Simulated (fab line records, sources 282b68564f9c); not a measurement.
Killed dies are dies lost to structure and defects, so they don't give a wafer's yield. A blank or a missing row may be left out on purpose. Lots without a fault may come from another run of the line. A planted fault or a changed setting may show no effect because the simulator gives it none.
fab line records | flow rit_cmos
record lots=13 wafers=39 last_day=8
route steps=202 shown CONTACT@168
lots that met no fault: from a run of the same line without faults
start_h: hours from the record's first day to the start of the lot's first wafer shown | wait_h: hours since the lot's step before | " the same as in the row above | L1.1+2: a row that stands for several wafers | - no value, or no start given | * or withheld: withheld | < > ~ a bound
route shown NAME@n: a module of which the file shows steps, and the number in the route of the first | usual: mean/standard deviation of fault-free wafers | same: alike in all rows | chamber/n: place in a boat | sites: the reading at each site | _std_site: their standard deviation | _edge_site: outer sites' mean less inner sites' | radius_mm: how far each site lies from the wafer's centre | mask NAME#n: copy n | behind: the tool/chamber that last shaped the wafer | hold: why the lot was held/for how many hours/how that ended | device: the transistor (n, p or np) that didn't switch | end of line: the same wafers' tests at the end of the route | a step without rows: its recipe alone | killed: dies lost to structure and defects at the first sort, not the wafer's yield | map: a wafer's dies, x killed, . not, _ none there
set.NAME: the setting as run; set.NAME@STEP: as run at that earlier step | model.NAME: the simulator's own value behind a step, which no gauge read
steps of the route over a sample of lots; a table a step, a row a wafer
services: from which hour (start_h, from the record's first day; less than 0 if before it) a tool's chamber was out of use, for how many hours, and why
## steps
# step RIT_CONTACT_CVD_00
# recipe material=SiO2 target_thk_nm=400 precursor=TEOS temp_c=390 time_s=61 rf_w=400
# usual heater_power_w=320/62
# columns lot.wafer tool chamber start_h wait_h heater_power_w
L935.2 pecvd-04 2 57.12 0.0 443
L935.3 " 1 " " 335
L935.5 " 1 " " 340
L936.1 pecvd-03 1 59.72 0.1 248
L936.2 " 2 " " 340
L936.4 " 0 " " 349
L937.1 pecvd-01 2 63.33 0.1 314
L937.2 " 1 " " 349
L937.6 " 1 " " 374
L938.2 pecvd-04 2 68.30 0.0 477
L938.4 " 0 " " 290
L938.6 " 2 " " 360
L940.2 pecvd-01 1 76.26 0.0 405
L940.3 " 2 " " 249
L940.5 " 0 " " 289
L941.1 pecvd-04 0 80.39 0.1 281
L941.4 " 2 " " 369
L941.6 " 0 " " 283
L942.2 pecvd-03 1 90.74 0.0 287
L942.3 " 0 " " 292
L942.4 " 0 " " 311
L944.2 pecvd-04 1 96.40 0.0 367
L944.4 " 1 " " 380
L944.5 " 0 " " 228
L946.2 pecvd-01 2 106.98 0.0 267
L946.4 " 0 " " 268
L946.5 " 2 " " 276
L953.1 pecvd-04 1 150.97 0.1 363
L953.3 " 2 " " 458
L953.4 " 1 " " 367
L955.1 pecvd-01 0 159.82 0.1 291
L955.5 " 0 " " 293
L955.6 " 2 " " 310
L957.1 pecvd-03 1 169.89 0.1 252
L957.3 " 2 " " 327
L957.5 " 0 " " 261
L958.1 pecvd-01 1 176.34 0.1 389
L958.2 " 0 " " 291
L958.3 " 2 " " 298
# step RIT_CONTACT_THK_MEAS_01
# recipe reads=SiO2_of_CONTACT_CVD_00
# usual CONTACT_TEOS_THK=399/5.4
# columns lot.wafer tool chamber start_h wait_h CONTACT_TEOS_THK[nm]
L935.2 film_metro-02 - 57.18 0.0 395
L935.3 " - " " 393
L935.5 " - " " 399
L936.1 film_metro-01 - 59.77 0.0 399
L936.2 " - " " 401
L936.4 " - " " 405
L937.1 film_metro-04 - 63.38 0.0 392
L937.2 " - " " 397
L937.6 " - " " 405
L938.2 film_metro-04 - 68.36 0.0 405
L938.4 " - " " 408
L938.6 " - " " 408
L940.2 film_metro-01 - 76.32 0.0 401
L940.3 " - " " 397
L940.5 " - " " 407
L941.1 film_metro-01 - 80.44 0.0 402
L941.4 " - " " 410
L941.6 " - " " 408
L942.2 film_metro-01 - 90.81 0.0 393
L942.3 " - " " 387
L942.4 " - " " 390
L944.2 film_metro-02 - 96.46 0.0 399
L944.4 " - " " 401
L944.5 " - " " 402
L946.2 film_metro-02 - 107.04 0.0 400
L946.4 " - " " 403
L946.5 " - " " 405
L953.1 film_metro-01 - 151.02 0.0 320
L953.3 " - " " 404
L953.4 " - " " 321
L955.1 film_metro-01 - 159.87 0.0 395
L955.5 " - " " 406
L955.6 " - " " 408
L957.1 film_metro-01 - 169.94 0.0 394
L957.3 " - " " 394
L957.5 " - " " 403
L958.1 film_metro-01 - 176.39 0.0 396
L958.2 " - " " 391
L958.3 " - " " 391
## services
# columns tool chamber start_h hours kind
pecvd-03 - 91.22 6.0 pm
pecvd-01 1 129.70 8.2 repair
pecvd-03 0 148.17 20.0 repair
## key
first_sign step=RIT_CONTACT_THK_MEAS_01 reading=CONTACT_TEOS_THK direction=down sigmas=14 usual=399 struck=321
effect none on later readings
met_at RIT_CONTACT_CVD_00
struck_lots L953
struck_wafers L953.1,L953.4
tester_left_out L953
onset_between 96.40 150.97
fault kind=process_parameter_drift tool=pecvd-04 chamber=1 onset_h=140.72 steps=RIT_CONTACT_CVD_00 channel=target_thk_nm offset=-80 shape=step end_h=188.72 stated=400
# tester_left_out: of these lots the tester's yield and bins aren't shown, on N5 and GAA mostly nor the transistor test; their killed dies are dies lost to structure and defects alone, not to doping, threshold or leakage, so they don't give the yield
